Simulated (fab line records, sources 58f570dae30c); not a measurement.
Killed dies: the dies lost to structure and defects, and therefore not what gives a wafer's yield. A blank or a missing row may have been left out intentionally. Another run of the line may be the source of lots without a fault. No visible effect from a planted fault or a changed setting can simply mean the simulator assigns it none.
8D (eight disciplines) problem report, filled in by code :: flow berkeley-cmos170 :: the parts of the form that need people (team, actions taken, sign-off) are left out

== 1. PROBLEM STATEMENT ==
Mean V1_POLISHED_THK at UCB170_V1_THK_MEAS_04: 1359.4 nm over 3 wafers in 2 lots; fault-free wafers: 1000.3 nm, standard deviation 1.4. So: +99 or more standard deviations from the usual mean.
First observed at day 9 04:59: wafer L662.4, on film-metro-03. At this step, 37 wafers from 13 lots have a number in the record. Rule for "out", or "out of limits": more than 4 standard deviations from the usual mean. The rest of the wafers with a number are treated as sound.

== 2. WHAT IT IS, AND WHAT IT ISN'T ==
question: which readings at this step
is: V1_POLISHED_THK
is not: -

question: which lots
is: L662, L664
is not: L659, L660, L661, L669, L670, L673, L674, L677, L679, L680, L681

question: which wafers of those lots
is: L662.4, L662.5, L664.5
is not: L662.3

question: read on which gauges
is: film-metro-03
is not: film-metro-01, film-metro-04

question: when
is: from day 9 04:59
is not: up to then (10 sound wafers); but 24 sound wafers of L669, L670, L673, L674, L677, L679, L680, L681 came after

== 3. THE SUSPECTS, EACH WITH WHAT RULES IT OUT ==
Counting: any tool at a process step up to the reading remains a suspect provided it ran every lot that is out. Sound lots after the first of them don't rule it out here, since some wafers of a struck lot are sound.
- the gauge at UCB170_V1_THK_MEAS_04 is ruled out. All the wafers that are out were read on film-metro-03, but those of them that UCB170_V1_ETCH_14 has rows for are out there too, on other tools.
- rie-diel-04 at UCB170_M1_ETCH_11 (etches BARC in N2/H2): kept. It ran every lot that is out, first L662 (day 9 01:31).
- cmp-02 at UCB170_V1_CMP_02 (polishes SiO2): kept. Every lot that is out went through it, the first being L662 (day 9 04:35); the last sound lot it ran before that was L661 (day 8 22:17).
- Within cmp-02 at UCB170_V1_CMP_02, the wafers that are out were processed in chamber 1 and their sound lot-mates in chamber 3.
Left after counting: rie-diel-04 at UCB170_M1_ETCH_11, cmp-02 at UCB170_V1_CMP_02.

== 4. THE CAUSE (what the simulator had put in) ==
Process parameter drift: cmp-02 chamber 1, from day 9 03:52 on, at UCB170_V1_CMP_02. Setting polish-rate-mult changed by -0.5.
This tool is one of the 2 suspects left after counting.

== 5. THE CHAIN OF EFFECTS, in route order ==
Each row: a reading whose mean over the struck wafers that have a number lies more than 3 standard deviations from the usual. Only readings whose record carries a usual standard deviation are examined. hours: median over the lots of the time between each lot's start at the first step of this table that gives one and its start at this step. sigmas: the change, counted in usual standard deviations.
hours: 0
step: UCB170_V1_THK_MEAS_04
reading: V1_POLISHED_THK
usual: 1000.3 nm
on struck wafers: 1359.4
change: +359.1
sigmas: +99 or more

hours: 2
step: UCB170_V1_ETCH_14
reading: oes-product-au
usual: 0.872 a.u.
on struck wafers: 0.985
change: +0.113
sigmas: +10

hours: 12
step: UCB170_M3_PROBE_99
reading: defect-limited-yield
usual: 98.7 %
on struck wafers: 0.0
change: -98.7
sigmas: -99 or more

hours: 12
step: UCB170_M3_PROBE_99
reading: killed_at_M0_to_M3
usual: 0.9
on struck wafers: 260.0
change: +259.1
sigmas: +99 or more

hours: 12
step: UCB170_M3_PROBE_99
reading: killed-dies
usual: 3.3
on struck wafers: 264.0
change: +260.7
sigmas: +99 or more

hours: 12
step: UCB170_M3_PROBE_99
reading: killed-on-rim
usual: 1.0
on struck wafers: 70.0
change: +69.0
sigmas: +74

hours: 12
step: UCB170_M3_PROBE_99
reading: sort_bin_5_function
usual: 0.7 %
on struck wafers: 99.0
change: +98.3
sigmas: +99 or more

hours: 12
step: UCB170_M3_PROBE_99
reading: sort-n-pass
usual: 260.7
on struck wafers: 0.0
change: -260.7
sigmas: -99 or more

hours: 12
step: UCB170_M3_PROBE_99
reading: sort-yield-pct
usual: 98.7 %
on struck wafers: 0.0
change: -98.7
sigmas: -99 or more
Process steps it contains:
- UCB170_V1_ETCH_14: etches SiO2 in CHF3/CF4/Ar, stops on Al, target depth 1250 nm, time 291 s.
- UCB170_M3_PROBE_99

== 6. HOW IT WOULD HAVE BEEN CAUGHT EARLIER ==
In this record the first reading out of limits at a measuring or inspecting step was taken at day 9 04:59, 1 hour after the fault began at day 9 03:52.
Of the tool readings at UCB170_V1_CMP_02 for which the record gives a usual standard deviation, none was out on any struck wafer, so an alarm limit of 4 standard deviations on them would not have fired.
Among the 2 lots that are out, L664 began UCB170_V1_CMP_02 on cmp-02 after day 9 04:59. Putting the tool on hold at that point would have spared it.
